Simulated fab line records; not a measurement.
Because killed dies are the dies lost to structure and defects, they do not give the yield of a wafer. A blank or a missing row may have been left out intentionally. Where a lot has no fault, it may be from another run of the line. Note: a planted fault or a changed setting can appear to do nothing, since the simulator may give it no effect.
The tool behind it: which one?	flow rit_cmos	41 wafers from 14 lots sampled at 3 of the route's 202 steps

WHAT EACH GAUGE READ, for each wafer
RIT_SDANNEAL_RS_MEAS_04: the measuring method here is four-point-probe.
lot	measured	on	PSD_RS (ohm/sq)
L282	day 3 13:52	film_metro-01	115.70 116.38 115.78
L283	day 3 18:35	film_metro-01	116.20 115.93 115.63
L284	day 3 20:14	film_metro-02	115.57 115.37 115.28
L286	day 4 15:17	film_metro-02	115.99 116.24 115.64
L287	day 4 15:25	film_metro-01	116.11 115.99 116.16
L289	day 5 04:40	film_metro-02	115.82 116.02 115.99
L290	day 5 13:22	film_metro-03	116.02 116.00 115.83
L293	day 5 18:11	film_metro-03	116.18 115.79 115.99
L295	day 6 04:21	film_metro-01	115.42 115.74 115.64
L296	day 6 09:08	film_metro-02	115.72 115.37 115.75
L297	day 6 14:51	film_metro-02	122.15 121.91
L298	day 6 21:10	film_metro-01	115.95 115.66 115.92
L299	day 7 01:58	film_metro-02	121.19 121.14 121.00
L302	day 7 22:44	film_metro-02	116.03 115.59 116.14

RIT_SDANNEAL_RS_MEAS_06: the measuring method here is four-point-probe.
lot	measured	on	PLDD_RS (ohm/sq)
L282	day 3 14:07	film_metro-01	178.4 178.5 178.4
L283	day 3 18:49	film_metro-01	179.2 179.2 178.7
L284	day 3 20:29	film_metro-02	178.1 178.4 177.8
L286	day 4 15:31	film_metro-02	179.3 178.8 178.8
L287	day 4 15:39	film_metro-01	178.8 178.0 178.7
L289	day 5 04:55	film_metro-02	178.6 179.1 178.9
L290	day 5 13:37	film_metro-03	178.8 180.0 178.9
L293	day 5 18:25	film_metro-03	179.2 178.2 179.2
L295	day 6 04:35	film_metro-01	177.9 177.6 177.5
L296	day 6 09:23	film_metro-02	178.6 178.5 178.8
L297	day 6 15:05	film_metro-02	183.8 184.1
L298	day 6 21:24	film_metro-01	178.9 178.6 178.9
L299	day 7 02:13	film_metro-02	183.9 183.9 184.0
L302	day 7 22:58	film_metro-02	178.9 178.7 179.0

WHICH TOOL RAN EACH LOT (tool, then ch and the chambers of the sampled wafers, then the start)
lot	RIT_SDANNEAL_RTA_03
L282	rtp_anneal-01 ch 0, day 3 13:48
L283	rtp_anneal-02 ch 0, day 3 18:31
L284	rtp_anneal-01 ch 0, day 3 20:07
L286	rtp_anneal-01 ch 0, day 4 15:13
L287	rtp_anneal-02 ch 0, day 4 15:20
L289	rtp_anneal-02 ch 0, day 5 04:35
L290	rtp_anneal-02 ch 0, day 5 13:17
L293	rtp_anneal-02 ch 0, day 5 18:07
L295	rtp_anneal-02 ch 0, day 6 04:17
L296	rtp_anneal-01 ch 0, day 6 09:05
L297	rtp_anneal-02 ch 0, day 6 14:47
L298	rtp_anneal-01 ch 0, day 6 21:05
L299	rtp_anneal-02 ch 0, day 7 01:55
L302	rtp_anneal-01 ch 0, day 7 22:40
- RIT_SDANNEAL_RTA_03: time 5 s.

WHAT THE TOOLS THEMSELVES READ (means of the sampled wafers that have a number; where no wafer has one, the mark that the record gives instead)
RIT_SDANNEAL_RTA_03.
lot	tool	ramp_up_c_per_s	wafer_temp_C_max
L282	rtp_anneal-01	341.99	1053.6
L283	rtp_anneal-02	342.00	1053.3
L284	rtp_anneal-01	341.95	1053.8
L286	rtp_anneal-01	341.99	1053.4
L287	rtp_anneal-02	341.96	1054.0
L289	rtp_anneal-02	341.95	1053.5
L290	rtp_anneal-02	342.00	1053.6
L293	rtp_anneal-02	342.02	1054.8
L295	rtp_anneal-02	342.05	1053.1
L296	rtp_anneal-01	342.00	1053.3
L297	rtp_anneal-02	342.04	1044.7
L298	rtp_anneal-01	342.06	1053.9
L299	rtp_anneal-02	342.00	1044.7
L302	rtp_anneal-01	341.98	1053.7

THE ANSWER, worked out from the rows above alone
Rule: the usual values come from the lots themselves. Put in order of their means at a reading, lots are off if they are a third of the lots or fewer, leave a main group of 4 or more, and stand apart from it by a gap of 3 or more times the standard deviation of the main group's means; of several such gaps the widest counts. If all means in a main group match to the digits the tables above print for the reading, that group is not used. A lot without any number at a reading at which 4 lots or more have one is off too. All remaining lots with rows at the step are treated as sound. The gauges are gone through in route order, then the tools' own readings, and for those a lot's mean is taken as printed above. At the first step where some lot is off, the reading lying furthest off is the one used; lots without a number count as furthest.
Off: at RIT_SDANNEAL_RS_MEAS_04 (PSD_RS), L297, L299. Mean 115.85 ohm/sq and standard deviation 0.19 in the main group.
A tool fits if, at a process step before that reading, it ran every lot that is off, and no sound lot after the first of them. Not tried: the gauges at RIT_SDANNEAL_RS_MEAS_04; whatever is off there is also off at RIT_SDANNEAL_RTA_03, on other tools, and gauge error can't account for it. One candidate fits, namely rtp_anneal-02 at RIT_SDANNEAL_RTA_03. Its last sound lot is L295 (day 6 04:17), its first lot that is off L297 (day 6 14:47): a fault that began between those two fits.
The tool's own readings at RIT_SDANNEAL_RTA_03 bear it out: on the lots that are off they differ by more than 5 times the standard deviation of the sound lots' means. wafer_temp_C_max reads 1044.7 there against 1053.7 on the sound lots.

WHAT THE SIMULATOR HAD PUT IN
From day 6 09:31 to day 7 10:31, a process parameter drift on rtp_anneal-02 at RIT_SDANNEAL_RTA_03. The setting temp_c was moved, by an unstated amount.
Struck lots among those shown: L297, L299. This agrees with what the rule above found.
